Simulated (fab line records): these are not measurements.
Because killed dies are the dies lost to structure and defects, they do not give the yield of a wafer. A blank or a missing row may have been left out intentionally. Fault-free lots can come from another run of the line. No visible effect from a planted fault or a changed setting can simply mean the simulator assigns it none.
The tool behind it: which one? ; flow berkeleyCmos170 ; 7 lots, 21 wafers sampled, at 3 steps of a route of 331

WHAT THE GAUGES READ, wafer by wafer
UCB170_V2_BOW_MEAS_03.
lot;measured;on;V2_BOW (um)
L409;day 7 20:10;filmMetro-02;25 24 33
L412;day 8 21:57;filmMetro-04;46 46 41
L420;day 10 08:19;filmMetro-04;41 42 40
L423;day 10 19:58;filmMetro-01;34 21 35
L425;day 11 06:19;filmMetro-01;30 38 41
L424;day 11 14:41;filmMetro-04;37 42 39
L430;day 12 09:59;filmMetro-04;43 38 44

WHAT TOOL EACH LOT RAN ON (gives the tool, then ch and the chambers of the sampled wafers, and finally the start)
lot;UCB170_M2_SPUTTER_01;UCB170_M2_ETCH_17
L409;pvdSputter-01, day 7 17:02;rieDiel-03 ch 1,2,3, day 7 19:12
L412;pvdSputter-03, day 8 16:27;rieDiel-02 ch 0,1, day 8 20:46
L420;pvdSputter-03, day 10 00:23;rieDiel-03 ch 0,1, day 10 07:21
L423;pvdSputter-03, day 10 16:16;rieDiel-02 ch 0,1, day 10 18:55
L425;pvdSputter-03, day 11 03:14;rieDiel-03 ch 0,3, day 11 05:22
L424;pvdSputter-04, day 11 10:23;rieDiel-02 ch 0,1,3, day 11 13:41
L430;pvdSputter-01, day 12 06:49;rieDiel-04 ch 0,3, day 12 09:02
- UCB170_M2_SPUTTER_01: material Al, target thk 900 nm, time 120 s.
- UCB170_M2_ETCH_17: etches BARC in N2/H2.

THE ANSWER, worked out from the rows above alone
Rule: usual is defined by the lots themselves. The widest of any qualifying gaps counts: lots, ordered by their means at a reading, are off when they make up no more than a third of the lots, leave a main group of 4 or more, and stand apart from it by 3 or more times the standard deviation of that group's means. A main group whose means are all the same, to the digits that the tables above print for the reading, isn't used. A lot without any number at a reading at which 4 lots or more have one is off too. Any other lot the step has rows for is counted as sound.
Across all readings shown, no lot is off: no conclusion can be drawn from this.

WHAT THE SIMULATOR HAD INSERTED
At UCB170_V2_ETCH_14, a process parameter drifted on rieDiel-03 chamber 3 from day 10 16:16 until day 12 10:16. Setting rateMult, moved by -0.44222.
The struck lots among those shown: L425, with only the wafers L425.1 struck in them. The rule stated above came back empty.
